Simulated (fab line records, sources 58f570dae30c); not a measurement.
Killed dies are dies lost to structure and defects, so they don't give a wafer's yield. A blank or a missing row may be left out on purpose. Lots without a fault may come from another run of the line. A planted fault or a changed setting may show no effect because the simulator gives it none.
Which tool did it? | flow berkeley_cmos170 | 14 lots, 42 wafers sampled, at 5 steps of a route of 331

WHAT THE GAUGES READ, wafer by wafer
UCB170_FIELD_THK_MEAS_91. Usual: FIELD_OXIDE_LEFT_2_THK 337 nm, standard deviation 12.
lot  | measured     | on            | FIELD_OXIDE_LEFT_2_THK (nm) | flag
L233 | day 6 16:32  | film_metro-04 | 350 357 354                 |
L232 | day 6 17:19  | film_metro-04 | 364 356 353                 |
L235 | day 7 01:51  | film_metro-01 | 349 338 345                 |
L237 | day 7 20:35  | film_metro-04 | 337 334 335                 |
L238 | day 7 20:53  | film_metro-04 | 340 350 343                 |
L241 | day 9 02:52  | film_metro-01 | 344 348 337                 |
L243 | day 9 03:28  | film_metro-01 | 334 330 329                 |
L242 | day 9 03:42  | film_metro-04 | 324 332 330                 |
L244 | day 9 04:19  | film_metro-02 | 348 338 338                 |
L245 | day 9 17:28  | film_metro-01 | 323 320 321                 |
L247 | day 10 08:40 | film_metro-02 | 341 345 354                 |
L246 | day 10 09:14 | film_metro-01 | 319 322 324                 |
L253 | day 12 01:04 | film_metro-04 | 331 336 334                 |
L255 | day 12 05:24 | film_metro-02 | 345 352 342                 |

UCB170_SPACER_THK_MEAS_01. Usual: SPACER_TEOS_THK 377 nm, standard deviation 4.4.
lot  | measured     | on            | SPACER_TEOS_THK (nm) | flag
L233 | day 7 06:47  | film_metro-03 | 379 379 381          |
L232 | day 7 07:05  | film_metro-03 | 375 381 379          |
L235 | day 8 08:00  | film_metro-04 | 372 380 382          |
L237 | day 8 18:58  | film_metro-04 | 372 370 378          |
L238 | day 8 18:14  | film_metro-04 | 371 377 377          |
L241 | day 10 00:58 | film_metro-04 | 371 374 380          |
L243 | day 10 01:49 | film_metro-03 | 373 387 381          |
L242 | day 10 01:11 | film_metro-02 | 370 373 376          |
L244 | day 10 01:47 | film_metro-04 | 372 373 381          |
L245 | day 10 16:31 | film_metro-04 | 374 372 384          |
L247 | day 11 13:29 | film_metro-04 | 370 381 352          |
L246 | day 11 14:08 | film_metro-03 | 350 369 374          |
L253 | day 12 19:47 | film_metro-04 | 374 381 381          |
L255 | day 13 06:53 | film_metro-04 | 379 373 381          |

UCB170_PSD_CD_MEAS_06: target cd 1200 nm. Usual: cd_nm 1200.3 nm, standard deviation 1.1.
lot  | measured     | on        | cd_nm (nm)           | flag
L233 | day 7 17:42  | cd_sem-01 | 1201.1 1199.0 1199.4 |
L232 | day 7 17:35  | cd_sem-02 | 1200.7 1201.9 1201.2 |
L235 | day 8 16:10  | cd_sem-02 | 1201.1 1201.1 1201.5 |
L237 | day 9 04:17  | cd_sem-01 | 1200.2 1201.0 1199.9 |
L238 | day 9 04:10  | cd_sem-01 | 1201.2 1201.4 1200.9 |
L241 | day 10 14:01 | cd_sem-02 | 1201.3 1200.5 1201.4 |
L243 | day 10 14:43 | cd_sem-02 | 1200.1 1199.9 1199.7 |
L242 | day 10 14:24 | cd_sem-02 | 1200.6 1199.4 1200.9 |
L244 | day 10 14:29 | cd_sem-01 | 1200.9 1202.1 1200.6 |
L245 | day 11 02:39 | cd_sem-02 | 1198.5 1199.6 1199.6 |
L247 | day 11 18:25 | cd_sem-01 | 1203.7 1202.5 1203.2 |
L246 | day 11 18:53 | cd_sem-01 | 1200.3 1201.1 1201.4 |
L253 | day 13 04:31 | cd_sem-01 | 1199.3 1199.6 1200.8 |
L255 | day 13 14:22 | cd_sem-02 | 1199.3 1198.4 1200.1 |

WHICH TOOL RAN EACH LOT (tool, then ch and the chambers of the sampled wafers, then the start)
lot  | UCB170_NLDD_STRIP_10                 | UCB170_SPACER_CVD_00
L233 | plasma_asher-04 ch 0,1, day 7 06:23  | pecvd-02 ch 0,2, day 7 06:44
L232 | plasma_asher-03 ch 0,1, day 7 06:43  | pecvd-04 ch 0,1,2, day 7 07:03
L235 | plasma_asher-01 ch 0,1, day 8 07:38  | pecvd-03 ch 1,2, day 8 07:56
L237 | plasma_asher-03 ch 0,1, day 8 18:26  | pecvd-03 ch 0,1,2, day 8 18:55
L238 | plasma_asher-04 ch 0,1, day 8 17:52  | pecvd-02 ch 1,2, day 8 18:12
L241 | plasma_asher-03 ch 0,1, day 10 00:34 | pecvd-02 ch 1,2, day 10 00:55
L243 | plasma_asher-03 ch 0,1, day 10 01:26 | pecvd-03 ch 0,2, day 10 01:47
L242 | plasma_asher-03 ch 0,1, day 10 00:49 | pecvd-04 ch 0,1,2, day 10 01:07
L244 | plasma_asher-01 ch 0,1, day 10 01:24 | pecvd-02 ch 0,1,2, day 10 01:45
L245 | plasma_asher-04 ch 0,1, day 10 16:08 | pecvd-02 ch 0,2, day 10 16:28
L247 | plasma_asher-04 ch 0,1, day 11 13:07 | pecvd-02 ch 1,2, day 11 13:26
L246 | plasma_asher-04 ch 0,1, day 11 13:37 | pecvd-02 ch 0,2, day 11 14:06
L253 | plasma_asher-01 ch 0,1, day 12 19:23 | pecvd-03 ch 1,2, day 12 19:44
L255 | plasma_asher-01 ch 0,1, day 13 06:31 | pecvd-03 ch 0,2, day 13 06:50
- UCB170_NLDD_STRIP_10: strips in O2.
- UCB170_SPACER_CVD_00: deposits SiO2 from TEOS/O2, target thk 376 nm, time 47 s.

WHAT THE TOOLS THEMSELVES READ (means of the sampled wafers that have a number; where no wafer has one, the mark that the record gives instead)
UCB170_NLDD_STRIP_10. Usual: drypump_motor_current_A 5.6 A, standard deviation 0.32; oes_product_au 0.735 a.u., standard deviation 0.0044; strip_time_to_endpoint_s 21.60 s, standard deviation 0.058.
lot  | tool            | drypump_motor_current_A (A) | oes_product_au (a.u.) | strip_time_to_endpoint_s (s) | flag
L233 | plasma_asher-04 | 5.4                         | 0.731                 | 21.60                        |
L232 | plasma_asher-03 | 5.9                         | 0.735                 | 21.57                        |
L235 | plasma_asher-01 | 5.9                         | 0.734                 | 21.59                        |
L237 | plasma_asher-03 | 5.7                         | 0.731                 | 21.54                        |
L238 | plasma_asher-04 | 5.4                         | 0.730                 | 21.50                        |
L241 | plasma_asher-03 | 5.8                         | 0.735                 | 21.61                        |
L243 | plasma_asher-03 | 5.9                         | 0.730                 | 21.61                        |
L242 | plasma_asher-03 | 5.8                         | 0.736                 | 21.61                        |
L244 | plasma_asher-01 | 5.8                         | 0.735                 | 21.68                        |
L245 | plasma_asher-04 | 5.5                         | 0.736                 | 21.64                        |
L247 | plasma_asher-04 | 5.5                         | 0.739                 | 21.67                        |
L246 | plasma_asher-04 | 5.4                         | 0.736                 | 21.67                        |
L253 | plasma_asher-01 | 5.9                         | 0.733                 | 21.60                        |
L255 | plasma_asher-01 | 5.8                         | 0.735                 | 21.64                        |

UCB170_SPACER_CVD_00. Usual: heater_power_w 285 W, standard deviation 36.
lot  | tool     | heater_power_w (W) | flag
L233 | pecvd-02 | 312                |
L232 | pecvd-04 | 244                |
L235 | pecvd-03 | 279                |
L237 | pecvd-03 | 269                |
L238 | pecvd-02 | 281                |
L241 | pecvd-02 | 273                |
L243 | pecvd-03 | 309                |
L242 | pecvd-04 | 282                |
L244 | pecvd-02 | 310                |
L245 | pecvd-02 | 278                |
L247 | pecvd-02 | 286                |
L246 | pecvd-02 | 300                |
L253 | pecvd-03 | 298                |
L255 | pecvd-03 | 311                |

THE ANSWER, worked out from the rows above alone
Rule: a lot is off if the mean of its wafers that have a number lies more than 3 standard deviations from the usual mean. A lot without any number at a reading at which 4 lots or more have one is off too. The other lots that the step has rows for count as sound. The gauges are gone through in route order, then the tools' own readings, and for those a lot's mean is taken as printed above. The first step at which some lot is off is used, and at that step the reading that is off furthest; a lot without a number counts as furthest.
No lot is off at any reading shown: from this, nothing can be told.

WHAT THE SIMULATOR HAD PUT IN
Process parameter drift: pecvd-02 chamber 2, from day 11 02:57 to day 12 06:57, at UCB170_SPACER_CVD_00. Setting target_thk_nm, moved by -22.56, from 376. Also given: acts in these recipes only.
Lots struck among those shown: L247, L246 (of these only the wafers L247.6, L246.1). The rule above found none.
